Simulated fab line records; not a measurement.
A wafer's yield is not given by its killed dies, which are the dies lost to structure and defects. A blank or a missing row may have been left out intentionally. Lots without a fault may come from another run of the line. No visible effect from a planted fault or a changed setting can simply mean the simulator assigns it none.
Struck lot and sound lot, side by side | flow rit-cmos | 15 out of 202 route steps
Sound: wafers L613.3, L613.4, L613.5. Wafers L622.2, L622.3, L622.4 were the ones struck. At the end, the cause is stated.
Order at every step that has rows: each side's tool, ch and its chambers, its first start. Under that, the readings that differ: sound wafers | struck wafers | difference of the means | sigmas: that difference in standard deviations of wafers without a fault.
alike: same words and numbers on both sides, and readings whose means sit less than 2 such deviations apart. not compared: any withheld reading, any reading some wafer has no value for, any bound like >300 that may hide the same value, and any number with overlapping values for which the record gives no deviation.
Wherever a step has rows on one side only, a row that says differs or no value, or a row with sigmas, the two part there. Numbers that have no deviation but don't overlap get no sigmas and don't part them. A reading that every wafer of one side lacks parts them only if that side has two wafers or more.

RIT_CONTACT_STRIP_12: strips in O2, time 180 s.
  sound on plasma-asher-02 ch 0,1, day 3 18:00; struck on plasma-asher-04 ch 0,1, day 5 08:18
  alike: drypump-motor-current-A, rf-refl-power-W
  not compared: rf-hours-counter-h
RIT_CONTACT_CD_MEAS_90: target cd 1000 nm.
  struck on cd-sem-02, day 5 08:30; sound on cd-sem-02, day 3 18:10
  alike: cd-nm
then, 2 steps without rows for these wafers: RIT_CONTACT_CLEAN_13 (cleans in SC1, time 600 s); RIT_CONTACT_CLEAN_14 (cleans in SC2, time 600 s).
RIT_M1_SPUTTER_00: material Al, target thk 400 nm, time 500 s.
  struck on pvd-sputter-02, day 5 09:07; sound on pvd-sputter-04, day 3 18:36
  alike: substrate-temp-c, throttle-valve-pct
RIT_M1_RS_MEAS_01: the measuring method here is four-point-probe.
  struck on film-metro-01, day 5 09:26; sound on film-metro-02, day 3 18:56
  reading           | sound                | struck               | difference | sigmas
  M1_AL_RS (ohm/sq) | 0.0744 0.0740 0.0748 | 0.0723 0.0723 0.0735 | -0.0017    | -2
RIT_M1_THK_MEAS_02: measures by xrf.
  struck on film-metro-01, day 5 09:33; sound on film-metro-02, day 3 19:02
  alike: M1_AL_THK
then, 5 steps without rows for these wafers: RIT_M1_HMDS_03 (prime time 60 s); RIT_M1_COAT_04 (resist thk 1300 nm); RIT_M1_SOFTBAKE_05 (time 60 s); RIT_M1_EXPOSE_06 (exposes mask M12, target cd 2600 nm); RIT_M1_PEB_07.
RIT_M1_DEVELOP_08: develop time 68 s.
  sound on litho-track-04 ch 0, day 3 19:00; struck on litho-track-03 ch 0, day 5 10:00
  reading              | sound             | struck            | difference | sigmas
  developer-temp-C (C) | 23.00 23.04 22.94 | 25.35 25.12 25.29 | +2.26      | +24
RIT_M1_CD_MEAS_09: target cd 2600 nm.
  struck on cd-sem-02, day 5 10:39; sound on cd-sem-01, day 3 20:04
  reading    | sound                | struck               | difference | sigmas
  cd-nm (nm) | 2601.7 2602.4 2600.6 | 2607.3 2606.1 2605.0 | +4.6       | +2
RIT_M1_PROBE_99:
  struck on prober-01, day 5 13:20; sound on prober-02, day 3 22:58
  reading            | sound | struck | difference | sigmas
  killed_at_M0_to_M3 | 0 0 0 | 0 2 0  | +1         | +3
  alike: defect-limited-yield, killed-at-contacts, killed-at-front-end, killed-dies, killed-open, killed-short, sort_bin_3_pad_short, sort_bin_5_function, sort_bin_6_memory, sort-n-pass, sort-yield-pct

== WHERE THEY PART ==
Last at RIT_M1_PROBE_99 as far as this record goes, first at RIT_M1_RS_MEAS_01.

WHY: the cause the simulator had injected
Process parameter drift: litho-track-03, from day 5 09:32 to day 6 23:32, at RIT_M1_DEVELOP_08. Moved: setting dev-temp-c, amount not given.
